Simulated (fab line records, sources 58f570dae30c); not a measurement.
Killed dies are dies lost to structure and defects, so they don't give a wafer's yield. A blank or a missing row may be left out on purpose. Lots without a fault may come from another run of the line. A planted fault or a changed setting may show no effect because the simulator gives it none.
Which tool did it? | flow berkeley_cmos170 | 14 lots, 42 wafers sampled, at 6 steps of a route of 331

WHAT THE GAUGES READ, wafer by wafer
UCB170_NLDD_OVL_MEAS_07.
lot  | measured     | on         | NLDD_OVL (nm)
L334 | day 6 15:26  | overlay-01 | -4 2 2
L336 | day 7 04:40  | overlay-01 | 7 4 17
L335 | day 7 08:22  | overlay-01 | 15 14 -1
L338 | day 7 14:07  | overlay-01 | -1 6 -1
L340 | day 8 08:22  | overlay-02 | -3 -4 5
L341 | day 8 08:29  | overlay-02 | -4 -3 1
L339 | day 8 08:40  | overlay-01 | 9 7 9
L343 | day 8 14:18  | overlay-01 | 0 6 -2
L351 | day 9 13:30  | overlay-02 | 4 7 -1
L352 | day 9 18:12  | overlay-02 | 1 -5 0
L354 | day 10 10:33 | overlay-01 | -3 -8 -9
L353 | day 10 11:10 | overlay-02 | 2 0 1
L356 | day 10 14:50 | overlay-01 | -9 -1 -4
L357 | day 10 15:26 | overlay-02 | 4 -3 -2

UCB170_NLDD_TW_MEAS_11.
lot  | measured     | on            | NLDD_TW
L334 | day 6 15:58  | film_metro-04 | 2200 2192 2192
L336 | day 7 05:07  | film_metro-01 | 2216 2230 2226
L335 | day 7 08:48  | film_metro-01 | 2222 2216 2228
L338 | day 7 14:34  | film_metro-04 | 2202 2195 2194
L340 | day 8 08:48  | film_metro-01 | 2237 2232 2233
L341 | day 8 09:25  | film_metro-04 | 2434 2430 2439
L339 | day 8 09:06  | film_metro-04 | 2185 2186 2186
L343 | day 8 15:03  | film_metro-01 | 2475 2476 2483
L351 | day 9 13:56  | film_metro-01 | 2249 2254 2256
L352 | day 9 18:38  | film_metro-02 | 2240 2222 2230
L354 | day 10 10:59 | film_metro-02 | 2205 2217 2220
L353 | day 10 11:37 | film_metro-04 | 2202 2204 2199
L356 | day 10 15:16 | film_metro-02 | 2210 2206 2217
L357 | day 10 15:52 | film_metro-02 | 2217 2205 2225

UCB170_NSD_TW_MEAS_10.
lot  | measured     | on            | NSD_TW
L334 | day 6 23:19  | film_metro-01 | 4213 4215 4235
L336 | day 7 12:47  | film_metro-04 | 4163 4133 4164
L335 | day 7 15:53  | film_metro-04 | 4137 4152 4140
L338 | day 7 23:08  | film_metro-01 | 4190 4193 4190
L340 | day 8 16:42  | film_metro-01 | 4247 4230 4251
L341 | day 8 19:08  | film_metro-04 | 4153 4138 4149
L339 | day 8 18:52  | film_metro-01 | 4246 4240 4222
L343 | day 8 23:36  | film_metro-02 | 4198 4191 4206
L351 | day 9 23:22  | film_metro-01 | 4270 4260 4242
L352 | day 10 04:11 | film_metro-02 | 4213 4197 4186
L354 | day 10 19:59 | film_metro-04 | 4162 4158 4147
L353 | day 10 20:23 | film_metro-02 | 4198 4211 4192
L356 | day 11 01:29 | film_metro-01 | 4199 4215 4219
L357 | day 11 01:22 | film_metro-02 | 4222 4223 4206

UCB170_SDANNEAL_RS_MEAS_05: measures by four-point-probe.
lot  | measured     | on            | NLDD_RS (ohm/sq)
L334 | day 7 00:55  | film_metro-04 | 617.5 617.7 618.3
L336 | day 7 14:19  | film_metro-02 | 616.3 617.9 617.0
L335 | day 7 17:20  | film_metro-04 | 617.6 617.8 618.5
L338 | day 8 00:37  | film_metro-02 | 617.1 619.4 615.6
L340 | day 8 18:12  | film_metro-01 | 617.0 618.0 617.2
L341 | day 8 21:25  | film_metro-01 | 463.4 463.0 463.8
L339 | day 8 20:58  | film_metro-02 | 615.7 615.9 618.0
L343 | day 9 01:30  | film_metro-01 | 465.0 465.5 466.1
L351 | day 10 01:11 | film_metro-02 | 613.9 613.6 614.1
L352 | day 10 07:46 | film_metro-02 | 617.3 618.0 615.6
L354 | day 10 21:40 | film_metro-02 | 617.1 615.9 614.7
L353 | day 10 22:11 | film_metro-02 | 615.0 613.8 615.5
L356 | day 11 03:20 | film_metro-01 | 618.7 618.4 614.4
L357 | day 11 03:19 | film_metro-02 | 616.8 619.1 618.8

WHICH TOOL RAN EACH LOT (tool, then ch and the chambers of the sampled wafers, then the start)
lot  | UCB170_PVT_STRIP_08                  | UCB170_NLDD_IMPLANT_09
L334 | plasma_asher-04 ch 0,1, day 5 23:32  | implanter-04 ch 0, day 6 15:37
L336 | plasma_asher-01 ch 0,1, day 6 12:22  | implanter-04 ch 0, day 7 04:52
L335 | plasma_asher-04 ch 0,1, day 6 12:58  | implanter-03 ch 0, day 7 08:33
L338 | plasma_asher-01 ch 0,1, day 6 20:53  | implanter-03 ch 0, day 7 14:19
L340 | plasma_asher-01 ch 0,1, day 7 11:47  | implanter-04 ch 0, day 8 08:33
L341 | plasma_asher-03 ch 0,1, day 7 12:01  | implanter-02 ch 0, day 8 08:40
L339 | plasma_asher-04 ch 0,1, day 7 12:16  | implanter-04 ch 0, day 8 08:51
L343 | plasma_asher-01 ch 0,1, day 7 20:58  | implanter-03 ch 0, day 8 14:29
L351 | plasma_asher-01 ch 0,1, day 8 23:13  | implanter-02 ch 0, day 9 13:43
L352 | plasma_asher-03 ch 0,1, day 8 23:27  | implanter-03 ch 0, day 9 18:23
L354 | plasma_asher-04 ch 0,1, day 9 17:02  | implanter-04 ch 0, day 10 10:44
L353 | plasma_asher-03 ch 0,1, day 9 17:16  | implanter-03 ch 0, day 10 11:22
L356 | plasma_asher-03 ch 0,1, day 10 01:06 | implanter-03 ch 0, day 10 15:03
L357 | plasma_asher-04 ch 0,1, day 10 01:37 | implanter-03 ch 0, day 10 15:38
- UCB170_PVT_STRIP_08: strips in O2.
- UCB170_NLDD_IMPLANT_09

WHAT THE TOOLS THEMSELVES READ (means of the sampled wafers that have a number; where no wafer has one, the mark that the record gives instead)
UCB170_PVT_STRIP_08.
lot  | tool            | drypump_motor_current_A (A) | oes_product_au (a.u.) | strip_time_to_endpoint_s (s)
L334 | plasma_asher-04 | 5.5                         | 0.734                 | 21.60
L336 | plasma_asher-01 | 6.0                         | 0.735                 | 21.66
L335 | plasma_asher-04 | 5.8                         | 0.735                 | 21.65
L338 | plasma_asher-01 | 5.7                         | 0.736                 | 21.72
L340 | plasma_asher-01 | 6.1                         | 0.734                 | 21.60
L341 | plasma_asher-03 | 6.2                         | 0.736                 | 21.54
L339 | plasma_asher-04 | 5.5                         | 0.742                 | 21.60
L343 | plasma_asher-01 | 5.8                         | 0.738                 | 21.70
L351 | plasma_asher-01 | 5.8                         | 0.733                 | 21.55
L352 | plasma_asher-03 | 6.2                         | 0.733                 | 21.70
L354 | plasma_asher-04 | 5.5                         | 0.736                 | 21.65
L353 | plasma_asher-03 | 5.9                         | 0.729                 | 21.54
L356 | plasma_asher-03 | 5.9                         | 0.735                 | 21.65
L357 | plasma_asher-04 | 5.8                         | 0.732                 | 21.54

THE ANSWER, worked out from the rows above alone
Rule: what is usual is taken from the lots themselves. Put in order of their means at a reading, lots are off if they are a third of the lots or fewer, leave a main group of 4 or more, and stand apart from it by a gap of 3 or more times the standard deviation of the main group's means; of several such gaps the widest counts. A main group whose means are all the same, to the digits that the tables above print for the reading, isn't used. A lot without any number at a reading at which 4 lots or more have one is off too. The other lots that the step has rows for count as sound. The gauges are gone through in route order, then the tools' own readings, and for those a lot's mean is taken as printed above. The first step at which some lot is off is used, and at that step the reading that is off furthest; a lot without a number counts as furthest.
Off: L341, L343, at UCB170_NLDD_TW_MEAS_11 (NLDD_TW). The main group: mean 2215, standard deviation 18.
A tool fits if, at a process step before that reading, it ran every lot that is off, and no sound lot after the first of them. The gauges at UCB170_NLDD_TW_MEAS_11 are tried like those tools. None of those tried fits.

WHAT THE SIMULATOR HAD PUT IN
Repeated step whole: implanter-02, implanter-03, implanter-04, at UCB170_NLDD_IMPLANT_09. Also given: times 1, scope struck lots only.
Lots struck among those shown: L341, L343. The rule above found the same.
